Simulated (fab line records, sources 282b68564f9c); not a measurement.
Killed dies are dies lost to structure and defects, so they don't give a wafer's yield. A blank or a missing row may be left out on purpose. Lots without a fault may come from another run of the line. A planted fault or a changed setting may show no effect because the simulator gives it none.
Problem report in the 8D (eight disciplines) form, filled by code | flow rit_cmos | the parts of the form that need people (team, actions taken, sign-off) are left out

1. THE PROBLEM
GATE_OXIDE_THK at RIT_GATE_THK_MEAS_07 reads a mean of 3.77 nm on 6 wafers of 2 lots; wafers without a fault read 2.99 nm with a standard deviation of 0.064. That is +12 standard deviations from the usual mean.
First seen on wafer L709.1, day 5 18:35, on film_metro-03. The record holds 42 wafers of 14 lots with a number at this step. Rule for "out", or "out of limits": more than 4 standard deviations from the usual mean. The other wafers with a number count as sound.

2. WHAT IT IS AND WHAT IT IS NOT
question                    | is                           | is not
which readings at this step | GATE_OXIDE_THK               | -
which lots                  | L709, L710                   | L695, L696, L698, L699, L700, L701, L702, L703, L704, L714, L716, L718
which wafers of those lots  | all that have a number       | -
read on which gauges        | film_metro-02, film_metro-03 | film_metro-04
when                        | from day 5 18:35             | up to then (27 sound wafers); but 9 sound wafers of L714, L716, L718 came after

3. SUSPECTS, AND WHAT RULES EACH OUT
Counting: a tool at a process step up to the reading stays a suspect if it ran every lot that is out and no sound lot after the first of them.
- the gauge at RIT_GATE_THK_MEAS_07: ruled out. The wafers that are out were read on 2 gauges (film_metro-02, film_metro-03).
- furnace-03 at RIT_GATE_OXIDATION_05 (target thk 3 nm, ox time 270 s): kept. It ran every lot that is out, first L709 (day 5 14:19), and no sound lot after that; its last sound lot up to then is L703 (day 4 04:00). Its own readings are out on those wafers: spike_tc_centre_C, spike_tc_load_C, spike_tc_source_C, tube_center_temp_C, tube_center_temp_C_max.
Left after counting: furnace-03 at RIT_GATE_OXIDATION_05.

4. THE CAUSE (what the simulator had put in)
Process parameter drift: furnace-03, from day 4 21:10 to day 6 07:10, at RIT_GATE_OXIDATION_05. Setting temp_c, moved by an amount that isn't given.
Counting left only this tool.

5. THE CHAIN OF EFFECTS, in route order
Each row: a reading whose mean over the struck wafers that have a number lies more than 3 standard deviations from the usual. Only readings for which the record gives a usual standard deviation are gone through. hours: the time from each lot's start at the first step in this table that gives one to its start at this step, as a median over the lots. sigmas: the change in usual standard deviations.
hours | step                  | reading                | usual    | on struck wafers | change | sigmas
0     | RIT_GATE_OXIDATION_05 | spike_tc_centre_C      | 903.6 C  | 924.4            | +20.8  | +17
0     | RIT_GATE_OXIDATION_05 | spike_tc_load_C        | 922.6 C  | 943.1            | +20.5  | +9.8
0     | RIT_GATE_OXIDATION_05 | spike_tc_source_C      | 922.9 C  | 943.8            | +20.9  | +17
0     | RIT_GATE_OXIDATION_05 | tube_center_temp_C     | 900.01 C | 920.02           | +20.01 | +99 or more
0     | RIT_GATE_OXIDATION_05 | tube_center_temp_C_max | 902.3    | 922.5            | +20.2  | +52
4     | RIT_GATE_THK_MEAS_07  | GATE_OXIDE_THK         | 2.99 nm  | 3.77             | +0.78  | +12
The process steps in it:
- RIT_GATE_OXIDATION_05: target thk 3 nm, ox time 270 s.
Later measuring or inspecting steps at which every struck wafer that the step has a row for has a number for every such reading, and none has moved that far: RIT_GATE_CD_MEAS_16, RIT_CONTACT_OVL_MEAS_09.

6. WHAT WOULD HAVE CAUGHT IT SOONER
In this record the first reading out of limits at a measuring or inspecting step was taken at day 5 18:35, 21 hours after the fault began at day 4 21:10.
The tool's own readings at RIT_GATE_OXIDATION_05 were out on every struck wafer that the step has a row for (spike_tc_centre_C, spike_tc_load_C, spike_tc_source_C, tube_center_temp_C, tube_center_temp_C_max): an alarm limit on them would have fired on the first of those.
Of the lots that are out (2), L710 began RIT_GATE_OXIDATION_05 on furnace-03 after day 5 18:35. A hold on the tool at that time would have spared it.
